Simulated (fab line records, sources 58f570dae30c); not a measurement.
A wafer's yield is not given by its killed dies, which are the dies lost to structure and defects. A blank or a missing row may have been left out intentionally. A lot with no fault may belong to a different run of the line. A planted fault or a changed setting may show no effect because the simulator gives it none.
What tool caused it? + flow berkeley-cmos170 + 21 wafers from 7 lots sampled at 2 of the route's 331 steps

WHAT THE GAUGES READ, wafer by wafer
UCB170_NVT_OVL_MEAS_06.
| lot  | measured     | on         | NVT_OVL (nm) |
|------|--------------|------------|--------------|
| L826 | day 6 08:35  | overlay-01 | 13 7 4       |
| L829 | day 7 04:31  | overlay-02 | 11 13 15     |
| L831 | day 7 10:24  | overlay-02 | -2 -3 -5     |
| L834 | day 8 20:49  | overlay-01 | 1 10 9       |
| L837 | day 8 21:05  | overlay-02 | 8 -2 1       |
| L844 | day 11 08:20 | overlay-02 | - - -        |
| L848 | day 11 02:52 | overlay-02 | 3 3 -2       |

TOOL THAT RAN EACH LOT (tool first, then ch and the chambers of the sampled wafers, then the start)
| lot  | UCB170_NVT_DEVELOP_05             |
|------|-----------------------------------|
| L826 | litho-track-02 ch 0, day 6 08:00  |
| L829 | litho-track-04 ch 0, day 7 04:00  |
| L831 | litho-track-03 ch 0, day 7 10:00  |
| L834 | litho-track-03 ch 0, day 8 20:00  |
| L837 | litho-track-03 ch 0, day 8 20:00  |
| L844 | litho-track-03, day 11 08:00      |
| L848 | litho-track-04 ch 0, day 11 02:00 |
- UCB170_NVT_DEVELOP_05: develop time 45 s.

THE ANSWER, worked out from the rows above alone
Rule: the usual values come from the lots themselves. The widest of any qualifying gaps counts: lots, ordered by their means at a reading, are off when they make up no more than a third of the lots, leave a main group of 4 or more, and stand apart from it by 3 or more times the standard deviation of that group's means. The tables above print the reading to a certain number of digits; a main group whose means all agree to those digits is not used. A lot without any number at a reading at which 4 lots or more have one is off too. Where the step has rows for the other lots, those lots are counted as sound.
Off: at UCB170_NVT_OVL_MEAS_06 (NVT_OVL), L844. Without a number there: L844. Mean 5 nm and standard deviation 5.2 in the main group.
A tool fits if, at a process step before that reading, it ran every lot that is off, and no sound lot after the first of them. Those tools and the gauges at UCB170_NVT_OVL_MEAS_06 are tried in the same way. This does not decide it: 2 tools fit, namely litho-track-03 at UCB170_NVT_DEVELOP_05 and overlay-02 at UCB170_NVT_OVL_MEAS_06.

WHAT HAD BEEN PUT IN BY THE SIMULATOR
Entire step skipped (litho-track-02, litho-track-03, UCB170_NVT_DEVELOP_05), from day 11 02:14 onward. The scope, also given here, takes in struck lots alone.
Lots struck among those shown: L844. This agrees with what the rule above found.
